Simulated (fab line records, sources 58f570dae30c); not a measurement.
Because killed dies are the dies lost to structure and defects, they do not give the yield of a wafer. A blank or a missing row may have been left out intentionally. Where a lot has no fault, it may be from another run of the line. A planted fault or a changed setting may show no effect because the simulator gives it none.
fab line records + flow berkeleyCmos170
[record]
- lots = 14
- wafers = 42
- lastDay = 12
route steps=331 shown NSD@195 V2@294 M3@326
lots that met no fault: from a run of the same line without faults
startH: start of the lot's first displayed wafer, in hours after the record's first day + waitH: how many hours have passed since the lot's step before this one + " same as the row above + L1.1+2: a row that stands for several wafers + - no value present, or no start provided + * or withheld: withheld + < > ~ a bound
route shown NAME@n: a module of which the file shows steps, and the number in the route of the first + usual: mean/standard deviation of fault-free wafers + same: alike in all rows + chamber/n: place in a boat + sites: the reading at each site + _std_site: standard deviation of those values + _edge_site: the outer-site mean with the inner-site mean subtracted + radiusMm: how far each site lies from the wafer's centre + mask NAME#n: copy n + behind: the tool/chamber that last shaped the wafer + hold: reason for holding the lot/hours on hold/outcome of the hold + device: the transistor (n, p or np) that didn't switch + end of line: the tests these same wafers got at the end of their route + a step without rows: its recipe alone + killed: dies lost to structure and defects at the first sort, not the wafer's yield + map: per-die view of a wafer (x killed, . not killed, _ where there is no die)
set.NAME: the run value of the setting; set.NAME@STEP: its run value at that earlier step + model.NAME: the simulator's own value behind a step, which no gauge read
the route's steps for a sample of lots (tables are steps, rows are wafers)
services: from which hour (startH, from the record's first day; less than 0 if before it) a tool's chamber was out of use, for how many hours, and why
[[steps]]
[step UCB170_NSD_IMPLANT_08]
[recipe]
- species = P
- doseCm2 = 3e+15
- energyKev = 40
- tiltDeg = 7
[usual]
- doseIonsCm2 = 3e+15/3.6e+12
- endStationPressureTorr = 1.26e-05/6.6e-07
- faradayCurrentUA = 9262/180
| lot.wafer | tool         | chamber | startH | waitH | doseIonsCm2 | endStationPressureTorr | faradayCurrentUA |
|-----------|--------------|---------|--------|-------|-------------|------------------------|------------------|
| L562.2    | implanter-02 | 0       | 132.23 | 0.0   | 3.001e+15   | 1.17e-05               | 9161             |
| L562.3    | "            | 0       | "      | "     | 3.004e+15   | 1.25e-05               | 9100             |
| L562.6    | "            | 0       | "      | "     | 3.004e+15   | 1.35e-05               | 9279             |
| L564.2    | implanter-04 | 0       | 142.06 | 0.0   | 3.001e+15   | 1.39e-05               | 9192             |
| L564.4    | "            | 0       | "      | "     | 2.999e+15   | 1.31e-05               | 9407             |
| L564.5    | "            | 0       | "      | "     | 2.997e+15   | 1.29e-05               | 9230             |
| L566.1    | implanter-03 | 0       | 150.55 | 0.0   | 2.998e+15   | 1.27e-05               | 9273             |
| L566.3    | "            | 0       | "      | "     | 2.999e+15   | 1.27e-05               | 9296             |
| L566.6    | "            | 0       | "      | "     | 2.995e+15   | 1.17e-05               | 9289             |
| L565.1    | implanter-02 | 0       | 150.73 | 0.0   | 2.999e+15   | 1.28e-05               | 9324             |
| L565.4    | "            | 0       | "      | "     | 3.002e+15   | 1.13e-05               | 9208             |
| L565.6    | "            | 0       | "      | "     | 2.997e+15   | 1.29e-05               | 9275             |
| L567.1    | implanter-03 | 0       | 169.21 | 0.0   | 2.997e+15   | 1.27e-05               | 9524             |
| L567.3    | "            | 0       | "      | "     | 2.995e+15   | 1.28e-05               | 9540             |
| L567.5    | "            | 0       | "      | "     | 2.999e+15   | 1.24e-05               | 9156             |
| L569.3    | implanter-03 | 0       | 177.71 | 0.1   | 3.004e+15   | 1.22e-05               | 9368             |
| L569.4    | "            | 0       | "      | "     | 2.998e+15   | 1.29e-05               | 8958             |
| L569.6    | "            | 0       | "      | "     | 3.003e+15   | 1.29e-05               | 9110             |
| L571.1    | implanter-03 | 0       | 182.74 | 0.0   | 1.864e+15   | 9.5e-06                | 5996             |
| L571.4    | "            | 0       | "      | "     | 1.86e+15    | 1.02e-05               | 5855             |
| L571.5    | "            | 0       | "      | "     | 1.862e+15   | 9.3e-06                | 5735             |
| L573.2    | implanter-02 | 0       | 182.96 | 0.0   | 3e+15       | 1.12e-05               | 9752             |
| L573.3    | "            | 0       | "      | "     | 2.999e+15   | 1.23e-05               | 9331             |
| L573.5    | "            | 0       | "      | "     | 3.004e+15   | 1.27e-05               | 9076             |
| L570.2    | implanter-02 | 0       | 183.33 | 0.0   | 3.002e+15   | 1.2e-05                | 9301             |
| L570.4    | "            | 0       | "      | "     | 2.998e+15   | 1.14e-05               | 9113             |
| L570.6    | "            | 0       | "      | "     | 3.005e+15   | 1.37e-05               | 9271             |
| L568.2    | implanter-03 | 0       | 183.61 | 0.0   | 1.856e+15   | 1.05e-05               | 5663             |
| L568.4    | "            | 0       | "      | "     | 1.863e+15   | 9.8e-06                | 5879             |
| L568.6    | "            | 0       | "      | "     | 1.864e+15   | 9.9e-06                | 5802             |
| L572.3    | implanter-04 | 0       | 198.09 | 0.1   | 3.006e+15   | 1.36e-05               | 9238             |
| L572.5    | "            | 0       | "      | "     | 3.004e+15   | 1.24e-05               | 9241             |
| L572.6    | "            | 0       | "      | "     | 3.007e+15   | 1.28e-05               | 9386             |
| L581.1    | implanter-02 | 0       | 231.54 | 0.0   | 2.996e+15   | 1.31e-05               | 9447             |
| L581.4    | "            | 0       | "      | "     | 2.995e+15   | 1.2e-05                | 9329             |
| L581.5    | "            | 0       | "      | "     | 2.996e+15   | 1.31e-05               | 9150             |
| L579.1    | implanter-02 | 0       | 231.81 | 0.0   | 3.001e+15   | 1.24e-05               | 9284             |
| L579.2    | "            | 0       | "      | "     | 3.002e+15   | 1.33e-05               | 9430             |
| L579.3    | "            | 0       | "      | "     | 3e+15       | 1.2e-05                | 9258             |
| L584.2    | implanter-02 | 0       | 252.39 | 0.0   | 2.998e+15   | 1.32e-05               | 9350             |
| L584.3    | "            | 0       | "      | "     | 3.003e+15   | 1.31e-05               | 9082             |
| L584.4    | "            | 0       | "      | "     | 3.003e+15   | 1.16e-05               | 9386             |
[step UCB170_NSD_STRIP_09]
[recipe]
- chemistry = O2
- powerW = 400
- pressureMtorr = 3500
- platenTempC = withheld
- o2FlowSccm = 400
- overashFraction = 0.5
[usual]
- drypumpMotorCurrentA = 5.9/0.5
- o2FlowSccm = 399.9/1.2
- oesProductAu = 0.534/0.0047
- stripTimeToEndpointS = 35.82/0.072
| lot.wafer | tool           | chamber | startH | waitH | drypumpMotorCurrentA | o2FlowSccm | oesProductAu | rfHoursCounterH | stripTimeToEndpointS |
|-----------|----------------|---------|--------|-------|----------------------|------------|--------------|-----------------|----------------------|
| L562.2    | plasmaAsher-03 | 0       | 132.36 | 0.1   | 6.2                  | 402.1      | 0.533        | 2               | 35.88                |
| L562.3    | "              | 1       | "      | "     | 6.1                  | 400.8      | 0.531        | -               | 35.84                |
| L562.6    | "              | 0       | "      | "     | 6.2                  | 400.1      | 0.530        | -               | 35.91                |
| L564.2    | plasmaAsher-03 | 1       | 142.19 | 0.1   | 6.1                  | 399.7      | 0.534        | 3               | 35.69                |
| L564.4    | "              | 0       | "      | "     | 6.2                  | 400.0      | 0.536        | -               | 35.73                |
| L564.5    | "              | 1       | "      | "     | 6.2                  | 398.2      | 0.533        | -               | 35.83                |
| L566.1    | plasmaAsher-03 | 1       | 150.70 | 0.1   | 6.2                  | 401.1      | 0.537        | 4               | 35.78                |
| L566.3    | "              | 0       | "      | "     | 6.2                  | 400.8      | 0.537        | -               | 35.78                |
| L566.6    | "              | 0       | "      | "     | 6.2                  | 399.5      | 0.540        | -               | 35.78                |
| L565.1    | plasmaAsher-02 | 0       | 150.88 | 0.1   | 6.4                  | 399.5      | 0.534        | 44              | 35.93                |
| L565.4    | "              | 1       | "      | "     | 4.7                  | 402.4      | 0.533        | -               | 35.79                |
| L565.6    | "              | 1       | "      | "     | 4.7                  | 400.7      | 0.535        | -               | 35.95                |
| L567.1    | plasmaAsher-02 | 1       | 169.36 | 0.1   | 4.7                  | 401.2      | 0.527        | 46              | 35.80                |
| L567.3    | "              | 1       | "      | "     | 4.7                  | 402.3      | 0.542        | -               | 35.72                |
| L567.5    | "              | 0       | "      | "     | 6.4                  | 400.1      | 0.532        | -               | 35.92                |
| L569.3    | plasmaAsher-01 | 0       | 177.84 | 0.1   | 6.1                  | 399.5      | 0.528        | -               | 35.70                |
| L569.4    | "              | 1       | "      | "     | 5.7                  | 399.2      | 0.541        | -               | 35.74                |
| L569.6    | "              | 0       | "      | "     | 6.1                  | 400.6      | 0.537        | -               | 35.77                |
| L571.1    | plasmaAsher-02 | 1       | 182.89 | 0.1   | 4.7                  | 399.6      | 0.574        | 47              | 31.42                |
| L571.4    | "              | 0       | "      | "     | 6.4                  | 399.6      | 0.570        | -               | 31.49                |
| L571.5    | "              | 1       | "      | "     | 4.7                  | 398.5      | 0.572        | -               | 31.46                |
| L573.2    | plasmaAsher-03 | 1       | 183.08 | 0.1   | 6.1                  | 400.8      | 0.532        | 8               | 35.81                |
| L573.3    | "              | 0       | "      | "     | 6.2                  | 398.8      | 0.535        | -               | 35.82                |
| L573.5    | "              | 1       | "      | "     | 6.1                  | 399.2      | 0.538        | -               | 35.79                |
| L570.2    | plasmaAsher-02 | 0       | 183.45 | 0.1   | 6.4                  | 400.2      | 0.541        | 47              | 35.86                |
| L570.4    | "              | 1       | "      | "     | 4.7                  | 398.1      | 0.535        | -               | 35.80                |
| L570.6    | "              | 0       | "      | "     | 6.4                  | 399.9      | 0.527        | -               | 35.80                |
| L568.2    | plasmaAsher-01 | 0       | 183.73 | 0.1   | 6.1                  | 399.2      | 0.577        | 42              | 31.46                |
| L568.4    | "              | 0       | "      | "     | 6.1                  | 401.0      | 0.578        | -               | 31.49                |
| L568.6    | "              | 1       | "      | "     | 5.8                  | 399.4      | 0.577        | -               | 31.40                |
| L572.3    | plasmaAsher-01 | 1       | 198.22 | 0.1   | 5.8                  | 400.4      | 0.531        | -               | 35.79                |
| L572.5    | "              | 0       | "      | "     | 6.1                  | 400.9      | 0.533        | -               | 35.80                |
| L572.6    | "              | 1       | "      | "     | 5.8                  | 399.2      | 0.532        | -               | 35.78                |
| L581.1    | plasmaAsher-01 | 0       | 231.69 | 0.1   | 6.1                  | 399.3      | 0.533        | 47              | 35.85                |
| L581.4    | "              | 1       | "      | "     | 5.8                  | 400.3      | 0.536        | -               | 35.87                |
| L581.5    | "              | 1       | "      | "     | 5.7                  | 400.2      | 0.537        | -               | 35.89                |
| L579.1    | plasmaAsher-01 | 1       | 231.96 | 0.1   | 5.8                  | 398.1      | 0.541        | 47              | 35.97                |
| L579.2    | "              | 0       | "      | "     | 6.1                  | 400.7      | 0.535        | 47              | 35.93                |
| L579.3    | "              | 0       | "      | "     | 6.1                  | 400.4      | 0.523        | -               | 35.93                |
| L584.2    | plasmaAsher-03 | 1       | 252.52 | 0.1   | 6.1                  | 399.9      | 0.534        | 15              | 35.95                |
| L584.3    | "              | 0       | "      | "     | 6.2                  | 398.9      | 0.530        | -               | 35.94                |
| L584.4    | "              | 1       | "      | "     | 6.1                  | 399.7      | 0.534        | -               | 35.97                |
[step UCB170_NSD_TW_MEAS_10]
[usual]
- NSD_TW = 4181/36
| lot.wafer | tool         | chamber | startH | waitH | NSD_TW |
|-----------|--------------|---------|--------|-------|--------|
| L562.2    | filmMetro-03 | -       | 132.47 | 0.1   | 4197   |
| L562.3    | "            | -       | "      | "     | 4205   |
| L562.6    | "            | -       | "      | "     | 4202   |
| L564.2    | filmMetro-02 | -       | 142.30 | 0.1   | 4153   |
| L564.4    | "            | -       | "      | "     | 4168   |
| L564.5    | "            | -       | "      | "     | 4164   |
| L566.1    | filmMetro-02 | -       | 150.84 | 0.1   | 4178   |
| L566.3    | "            | -       | "      | "     | 4144   |
| L566.6    | "            | -       | "      | "     | 4144   |
| L565.1    | filmMetro-01 | -       | 150.98 | 0.1   | 4204   |
| L565.4    | "            | -       | "      | "     | 4218   |
| L565.6    | "            | -       | "      | "     | 4224   |
| L567.1    | filmMetro-01 | -       | 169.46 | 0.1   | 4229   |
| L567.3    | "            | -       | "      | "     | 4253   |
| L567.5    | "            | -       | "      | "     | 4245   |
| L569.3    | filmMetro-01 | -       | 177.93 | 0.1   | 4227   |
| L569.4    | "            | -       | "      | "     | 4239   |
| L569.6    | "            | -       | "      | "     | 4239   |
| L571.1    | filmMetro-01 | -       | 182.99 | 0.1   | 4009   |
| L571.4    | "            | -       | "      | "     | 4019   |
| L571.5    | "            | -       | "      | "     | 4005   |
| L573.2    | filmMetro-03 | -       | 183.19 | 0.1   | 4154   |
| L573.3    | "            | -       | "      | "     | 4159   |
| L573.5    | "            | -       | "      | "     | 4144   |
| L570.2    | filmMetro-03 | -       | 183.56 | 0.1   | 4175   |
| L570.4    | "            | -       | "      | "     | 4169   |
| L570.6    | "            | -       | "      | "     | 4177   |
| L568.2    | filmMetro-01 | -       | 183.84 | 0.1   | 3997   |
| L568.4    | "            | -       | "      | "     | 4007   |
| L568.6    | "            | -       | "      | "     | 3998   |
| L572.3    | filmMetro-02 | -       | 198.31 | 0.1   | 4127   |
| L572.5    | "            | -       | "      | "     | 4164   |
| L572.6    | "            | -       | "      | "     | 4126   |
| L581.1    | filmMetro-02 | -       | 231.79 | 0.1   | 4165   |
| L581.4    | "            | -       | "      | "     | 4142   |
| L581.5    | "            | -       | "      | "     | 4156   |
| L579.1    | filmMetro-02 | -       | 232.06 | 0.1   | 4176   |
| L579.2    | "            | -       | "      | "     | 4185   |
| L579.3    | "            | -       | "      | "     | 4152   |
| L584.2    | filmMetro-01 | -       | 252.68 | 0.1   | 4190   |
| L584.3    | "            | -       | "      | "     | 4193   |
| L584.4    | "            | -       | "      | "     | 4203   |
[step UCB170_SDANNEAL_RS_MEAS_03]
[recipe]
- thkMeasGauge = four-point-probe
[usual]
- NSD_RS = 37.24/0.12
| lot.wafer | tool         | chamber | startH | waitH | NSD_RS[ohm/sq] |
|-----------|--------------|---------|--------|-------|----------------|
| L562.2    | filmMetro-01 | -       | 135.05 | 0.1   | 37.14          |
| L562.3    | "            | -       | "      | "     | 37.17          |
| L562.6    | "            | -       | "      | "     | 37.26          |
| L564.2    | filmMetro-03 | -       | 143.53 | 0.1   | 37.46          |
| L564.4    | "            | -       | "      | "     | 37.29          |
| L564.5    | "            | -       | "      | "     | 37.30          |
| L566.1    | filmMetro-01 | -       | 152.55 | 0.1   | 37.18          |
| L566.3    | "            | -       | "      | "     | 37.37          |
| L566.6    | "            | -       | "      | "     | 37.37          |
| L565.1    | filmMetro-01 | -       | 154.41 | 0.1   | 37.13          |
| L565.4    | "            | -       | "      | "     | 37.18          |
| L565.6    | "            | -       | "      | "     | 37.07          |
| L567.1    | filmMetro-03 | -       | 171.48 | 0.1   | 37.23          |
| L567.3    | "            | -       | "      | "     | 37.15          |
| L567.5    | "            | -       | "      | "     | 37.19          |
| L569.3    | filmMetro-02 | -       | 180.13 | 0.1   | 37.52          |
| L569.4    | "            | -       | "      | "     | 37.52          |
| L569.6    | "            | -       | "      | "     | 37.56          |
| L571.1    | filmMetro-01 | -       | 184.21 | 0.1   | 49.25          |
| L571.4    | "            | -       | "      | "     | 49.31          |
| L571.5    | "            | -       | "      | "     | 49.31          |
| L573.2    | filmMetro-02 | -       | 184.59 | 0.1   | 37.27          |
| L573.3    | "            | -       | "      | "     | 37.26          |
| L573.5    | "            | -       | "      | "     | 37.39          |
| L570.2    | filmMetro-03 | -       | 184.79 | 0.1   | 37.25          |
| L570.4    | "            | -       | "      | "     | 37.41          |
| L570.6    | "            | -       | "      | "     | 37.31          |
| L568.2    | filmMetro-02 | -       | 185.14 | 0.1   | 49.05          |
| L568.4    | "            | -       | "      | "     | 49.20          |
| L568.6    | "            | -       | "      | "     | 49.19          |
| L572.3    | filmMetro-01 | -       | 199.54 | 0.1   | 37.25          |
| L572.5    | "            | -       | "      | "     | 37.20          |
| L572.6    | "            | -       | "      | "     | 37.16          |
| L581.1    | filmMetro-03 | -       | 235.27 | 0.1   | 37.26          |
| L581.4    | "            | -       | "      | "     | 37.20          |
| L581.5    | "            | -       | "      | "     | 37.27          |
| L579.1    | filmMetro-02 | -       | 235.45 | 0.1   | 37.16          |
| L579.2    | "            | -       | "      | "     | 37.10          |
| L579.3    | "            | -       | "      | "     | 37.17          |
| L584.2    | filmMetro-01 | -       | 254.06 | 0.1   | 37.06          |
| L584.3    | "            | -       | "      | "     | 37.10          |
| L584.4    | "            | -       | "      | "     | 37.05          |
[step UCB170_V2_CMP_02]
[recipe]
- material = SiO2
- downForcePsi = 6
- platenRpm = 60
- padVelocityMS = 0.75398
[usual]
- motorCurrentA = 16.6/2
- retainingRingPressureFrac = 1.000/0.0049
| lot.wafer | tool   | chamber | startH | waitH | motorCurrentA | retainingRingPressureFrac |
|-----------|--------|---------|--------|-------|---------------|---------------------------|
| L562.3    | cmp-01 | 1       | 155.53 | 0.1   | 14.7          | 0.997                     |
| L562.2    | "      | 3       | "      | "     | 19.5          | 1.004                     |
| L562.6    | "      | 1       | "      | "     | 14.6          | 1.000                     |
| L564.4    | cmp-02 | 2       | 163.38 | 0.1   | 18.8          | 0.994                     |
| L564.2    | "      | 0       | "      | "     | 13.9          | 0.995                     |
| L564.5    | "      | 2       | "      | "     | 16.7          | 1.005                     |
| L566.3    | cmp-01 | 1       | 173.23 | 0.0   | 14.9          | 0.997                     |
| L566.1    | "      | 3       | "      | "     | 19.8          | 1.004                     |
| L566.6    | "      | 1       | "      | "     | 14.5          | 1.007                     |
| L565.4    | cmp-02 | 1       | 173.62 | 0.1   | 18.3          | 0.992                     |
| L565.1    | "      | 2       | "      | "     | 17.2          | 0.994                     |
| L565.6    | "      | 0       | "      | "     | 14.8          | 0.998                     |
| L567.1    | cmp-02 | 3       | 192.62 | 0.1   | 13.5          | 1.001                     |
| L567.3    | "      | 1       | "      | "     | 18.1          | 0.991                     |
| L567.5    | "      | 3       | "      | "     | 14.6          | 0.996                     |
| L569.4    | cmp-02 | 0       | 199.04 | 0.0   | 14.2          | 0.991                     |
| L569.3    | "      | 3       | "      | "     | 14.7          | 1.000                     |
| L569.6    | "      | 1       | "      | "     | 18.9          | 1.002                     |
| L571.1    | cmp-01 | 3       | 204.46 | 0.1   | 19.5          | 1.000                     |
| L571.4    | "      | 0       | "      | "     | 15.0          | 0.997                     |
| L571.5    | "      | 0       | "      | "     | 15.4          | 1.000                     |
| L570.4    | cmp-02 | 3       | 205.23 | 0.1   | 14.3          | 0.995                     |
| L570.2    | "      | 0       | "      | "     | 14.4          | 0.998                     |
| L570.6    | "      | 3       | "      | "     | 14.8          | 0.999                     |
| L573.2    | cmp-01 | 1       | 205.57 | 0.0   | 14.1          | 1.000                     |
| L573.3    | "      | 0       | "      | "     | 15.8          | 0.994                     |
| L573.5    | "      | 1       | "      | "     | 14.8          | 0.997                     |
| L568.4    | cmp-02 | 2       | 205.78 | 0.1   | 16.3          | 1.005                     |
| L568.2    | "      | 3       | "      | "     | 14.0          | 0.994                     |
| L568.6    | "      | 2       | "      | "     | 18.0          | 1.001                     |
| L572.3    | cmp-02 | 0       | 219.20 | 0.1   | 14.2          | 0.993                     |
| L572.5    | "      | 2       | "      | "     | 17.3          | 0.997                     |
| L572.6    | "      | 3       | "      | "     | 15.0          | 1.001                     |
| L579.2    | cmp-01 | 1       | 258.18 | 0.0   | 14.1          | 1.005                     |
| L579.3    | "      | 3       | "      | "     | 20.6          | 1.005                     |
| L579.1    | "      | 0       | "      | "     | 15.2          | 0.993                     |
| L581.1    | cmp-01 | 3       | 258.90 | 0.1   | 19.9          | 1.011                     |
| L581.4    | "      | 2       | "      | "     | 17.1          | 1.006                     |
| L581.5    | "      | 3       | "      | "     | 19.6          | 1.002                     |
| L584.3    | cmp-01 | 3       | 273.78 | 0.0   | 19.6          | 1.004                     |
| L584.4    | "      | 0       | "      | "     | 15.7          | 0.997                     |
| L584.2    | "      | 2       | "      | "     | 18.2          | 1.001                     |
[step UCB170_M3_ETCH_17]
[recipe]
- chemistry = N2/H2
- targetDepthA = withheld
- overetchA = withheld
- target = BARC
- timeS = withheld
- sourceW = 500
- biasW = 100
- pressureMtorr = 30
- n2FlowSccm = 100
- h2FlowSccm = 200
[usual]
- drypumpMotorCurrentA = 5.7/0.46
- oesProductAu = 1.010/0.016
- throttleValvePct = 13.25/0.15
| lot.wafer | tool       | chamber | startH | waitH | drypumpMotorCurrentA | oesProductAu | throttleValvePct |
|-----------|------------|---------|--------|-------|----------------------|--------------|------------------|
| L562.2    | rieDiel-04 | 1       | 161.36 | 0.0   | 5.9                  | 1.018        | 13.18            |
| L562.3    | "          | 0       | "      | "     | 6.5                  | 0.976        | 13.36            |
| L562.6    | "          | 1       | "      | "     | 5.9                  | 1.015        | 13.17            |
| L564.2    | rieDiel-04 | 3       | 168.19 | 0.0   | 5.9                  | 0.997        | 13.32            |
| L564.4    | "          | 1       | "      | "     | 5.9                  | 1.006        | 13.18            |
| L564.5    | "          | 1       | "      | "     | 5.9                  | 1.017        | 13.17            |
| L566.1    | rieDiel-03 | 1       | 181.24 | 0.0   | 5.7                  | 1.012        | 13.18            |
| L566.3    | "          | 0       | "      | "     | 5.8                  | 1.001        | 13.38            |
| L566.6    | "          | 3       | "      | "     | 6.5                  | 0.993        | 13.01            |
| L565.1    | rieDiel-01 | 1       | 181.87 | 0.0   | 5.7                  | 1.023        | 13.03            |
| L565.4    | "          | 3       | "      | "     | 5.3                  | 1.020        | 13.31            |
| L565.6    | "          | 0       | "      | "     | 5.2                  | 1.033        | 13.26            |
| L567.1    | rieDiel-04 | 1       | 197.59 | 0.0   | 5.9                  | 1.008        | 13.17            |
| L567.3    | "          | 0       | "      | "     | 6.5                  | 0.975        | 13.36            |
| L567.5    | "          | 0       | "      | "     | 6.5                  | 0.975        | 13.36            |
| L569.3    | rieDiel-01 | 0       | 203.53 | 0.0   | 5.2                  | 1.030        | 13.26            |
| L569.4    | "          | 3       | "      | "     | 5.3                  | 1.011        | 13.29            |
| L569.6    | "          | 1       | "      | "     | 5.7                  | 1.016        | 13.00            |
| L571.1    | rieDiel-04 | 0       | 209.13 | 0.0   | 6.5                  | 0.985        | 13.36            |
| L571.4    | "          | 2       | "      | "     | 5.4                  | 1.022        | 13.27            |
| L571.5    | "          | 1       | "      | "     | 5.9                  | 1.005        | 13.18            |
| L570.2    | rieDiel-03 | 2       | 209.71 | 0.0   | 5.0                  | 1.027        | 13.47            |
| L570.4    | "          | 1       | "      | "     | 5.7                  | 1.008        | 13.18            |
| L570.6    | "          | 3       | "      | "     | 6.5                  | 0.984        | 13.01            |
| L573.2    | rieDiel-04 | 3       | 210.27 | 0.0   | 5.9                  | 0.990        | 13.31            |
| L573.3    | "          | 1       | "      | "     | 5.9                  | 1.008        | 13.20            |
| L573.5    | "          | 3       | "      | "     | 5.9                  | 0.988        | 13.31            |
| L568.2    | rieDiel-03 | 3       | 210.52 | 0.0   | 6.5                  | 0.986        | 13.01            |
| L568.4    | "          | 2       | "      | "     | 5.0                  | 1.026        | 13.47            |
| L568.6    | "          | 2       | "      | "     | 5.0                  | 1.030        | 13.46            |
| L572.3    | rieDiel-01 | 3       | 225.76 | 0.0   | 5.3                  | 1.020        | 13.29            |
| L572.5    | "          | 3       | "      | "     | 5.3                  | 1.009        | 13.27            |
| L572.6    | "          | 0       | "      | "     | 5.2                  | 1.022        | 13.27            |
| L579.1    | rieDiel-01 | 0       | 263.91 | 0.0   | 5.2                  | 1.022        | 13.27            |
| L579.2    | "          | 3       | "      | "     | 5.3                  | 1.029        | 13.29            |
| L579.3    | "          | 2       | "      | "     | 5.8                  | 1.015        | 13.46            |
| L581.1    | rieDiel-04 | 0       | 264.94 | 0.0   | 6.5                  | 0.983        | 13.37            |
| L581.4    | "          | 1       | "      | "     | 5.9                  | 1.025        | 13.18            |
| L581.5    | "          | 2       | "      | "     | 5.4                  | 1.014        | 13.29            |
| L584.2    | rieDiel-03 | 2       | 283.08 | 0.0   | 5.0                  | 1.039        | 13.47            |
| L584.3    | "          | 3       | "      | "     | 6.5                  | 0.979        | 13.01            |
| L584.4    | "          | 1       | "      | "     | 5.8                  | 1.022        | 13.17            |
[[services]]
| tool           | chamber | startH | hours | kind   |
|----------------|---------|--------|-------|--------|
| plasmaAsher-03 | -       | 108.75 | 9.0   | pm     |
| implanter-04   | -       | 115.89 | 1.3   | repair |
| cmp-02         | -       | 121.33 | 16.7  | pm     |
| plasmaAsher-02 | -       | 125.29 | 10.7  | pm     |
| cmp-01         | -       | 138.08 | 4.7   | pm     |
| rieDiel-01     | 1       | 154.09 | 1.5   | repair |
| implanter-03   | -       | 154.93 | 3.9   | pm     |
| rieDiel-03     | 2       | 155.16 | 8.1   | repair |
| implanter-04   | -       | 155.38 | 1.5   | repair |
| cmp-01         | -       | 181.40 | 2.5   | repair |
| rieDiel-03     | 0       | 187.32 | 8.9   | repair |
| rieDiel-01     | 3       | 187.78 | 7.5   | repair |
| plasmaAsher-02 | -       | 195.31 | 7.5   | repair |
| plasmaAsher-03 | -       | 195.47 | 2.8   | pm     |
| plasmaAsher-02 | -       | 200.49 | 1.3   | repair |
| rieDiel-01     | -       | 212.26 | 2.8   | pm     |
| rieDiel-01     | -       | 224.99 | 0.1   | repair |
| cmp-01         | -       | 232.00 | 4.0   | pm     |
| rieDiel-03     | 0       | 251.64 | 5.7   | repair |
| plasmaAsher-01 | -       | 254.08 | 8.2   | pm     |
| cmp-01         | -       | 268.13 | 0.7   | repair |
| plasmaAsher-03 | -       | 269.03 | 0.7   | repair |
| implanter-03   | -       | 279.66 | 1.9   | repair |
| implanter-03   | -       | 279.87 | 1.3   | repair |
[[key]]
[firstSign]
- step = UCB170_NSD_IMPLANT_08
- reading = doseIonsCm2
- direction = down
- sigmas = 99+
- usual = 3e+15
- struck = 1.861e+15
[effect]
- step = UCB170_NSD_IMPLANT_08
- reading = faradayCurrentUA
- direction = down
- sigmas = 20
- usual = 9262
- struck = 5822
[effect]
- step = UCB170_NSD_STRIP_09
- reading = stripTimeToEndpointS
- direction = down
- sigmas = 61
- usual = *
- struck = *
[effect]
- step = UCB170_NSD_TW_MEAS_10
- reading = NSD_TW
- direction = down
- sigmas = 4.9
- usual = 4181
- struck = 4006
[effect]
- step = UCB170_SDANNEAL_RS_MEAS_03
- reading = NSD_RS
- direction = up
- sigmas = 99+
- usual = 37.24
- struck = 49.22
metAt UCB170_NSD_IMPLANT_08
struckLots L568,L571
testerLeftOut L568,L571
notActingAt UCB170_V2_CMP_02,UCB170_M3_ETCH_17
onsetBetween 177.71 182.74
[fault]
- kind = processParameterDrift
- tool = implanter-03
- chamber = -
- onsetH = 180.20
- steps = UCB170_NSD_IMPLANT_08
- channel = doseCm2
- offset = -1.14e+15
- shape = step
- endH = 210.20
- actsIn = theseRecipesOnly
- stated = 3e+15
// testerLeftOut: of these lots the tester's yield and bins aren't shown, on N5 and GAA mostly nor the transistor test; their killed dies are dies lost to structure and defects alone, not to doping, threshold or leakage, so they don't give the yield
